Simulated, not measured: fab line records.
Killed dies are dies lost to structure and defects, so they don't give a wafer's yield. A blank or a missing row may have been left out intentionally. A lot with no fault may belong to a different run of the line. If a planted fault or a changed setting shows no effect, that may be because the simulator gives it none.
The same fault as seen by 2 desks ; flow berkeley cmos170 ; only its own numbers are on each desk; what lay behind them is given at the end

== AT THE METROLOGY DESK ==
What the gauges read for every lot (on any tool): the sampled wafers with a number, averaged. The brackets show how far a lot's mean lies from the usual mean; more than 4 standard deviations puts the lot out of limits, marked OUT.
Columns: A = cd nm at UCB170_M1_CD_MEAS_90, usual 700.2 nm; B = V1_TEOS_THK at UCB170_V1_THK_MEAS_01, usual 2001 nm
lot;first seen here;A;B
L525;day 8 14:17;695.8;2020
L526;day 9 02:38;698.4;2007
L527;day 9 02:43;699.5;2031
L528;day 9 08:58;702.5;1969
L533;day 9 20:43;700.2;2034
L529;day 9 22:43;700.3;2003
L531;day 9 22:49;703.9;2011
L534;day 10 08:41;698.9;2005
L537;day 11 09:53;701.3;2017
L538;day 11 19:31;698.4;2006
L541;day 11 20:25;714.6 (+6.0) OUT;-
L542;day 12 15:59;716.1 (+6.6) OUT;-
L545;day 13 11:14;696.9;1982
L544;day 13 12:35;698.9;1961
This desk's finding: out of limits on L541, L542; first on L541, day 11 20:25 (cd nm at UCB170_M1_CD_MEAS_90). L525, L526, L527, L528, L533, L529, L531, L534, L537, L538, L545, L544 stayed within limits.

== AT THE TOOL OWNER'S DESK: rie metal-01 ==
The tool's own readings at UCB170_M1_METAL_ETCH_12 (etches Al in Cl2/BCl3, stops on PSG, target depth 780 nm, time 130 s): means of the sampled wafers that have a number, for each lot that ran on this tool. The brackets show how far a lot's mean lies from the usual mean; more than 4 standard deviations puts the lot out of limits, marked OUT.
Columns: A = drypump motor current A at UCB170_M1_METAL_ETCH_12, usual 5.31 A; B = mfc cl2 sccm at UCB170_M1_METAL_ETCH_12, usual 90.02 sccm; C = oes product au at UCB170_M1_METAL_ETCH_12, usual 0.849 a.u.; D = rf fwd power W at UCB170_M1_METAL_ETCH_12, usual 596.5 W; E = throttle valve pct at UCB170_M1_METAL_ETCH_12, usual 24.49 %
lot;first seen here;A;B;C;D;E
L525;day 8 13:59;5.64;89.97;0.850;597.2;24.57
L528;day 9 08:44;5.60;90.08;0.838;595.9;24.54
L541;day 11 20:11;5.63;90.14;0.775 (-4.9) OUT;355.1 (-99 or more) OUT;24.61
L542;day 12 15:44;5.64;90.07;0.800;356.5 (-99 or more) OUT;24.63
This desk's finding: out of limits on L541, L542; first on L541, day 11 20:11 (oes product au at UCB170_M1_METAL_ETCH_12). L525, L528 stayed within limits.

== BROUGHT TOGETHER ==
On L541, L542, at day 11 20:11, an alarm was possible from the tool owner's desk.
On L541, L542, the metrology desk was in a position to raise an alarm at day 11 20:25.
UCB170_M1_METAL_ETCH_12 was run on rie metal-01 by each of the lots named.

== WHAT THE SIMULATOR HAD PUT IN ==
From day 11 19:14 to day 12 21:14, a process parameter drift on rie metal-01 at UCB170_M1_METAL_ETCH_12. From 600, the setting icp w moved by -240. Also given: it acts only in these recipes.
Shown lots that were struck: L541, L542.
Counting hours from when the fault started, the first reading out of limits came at 1 for the tool owner's desk and at 1 for the metrology desk.
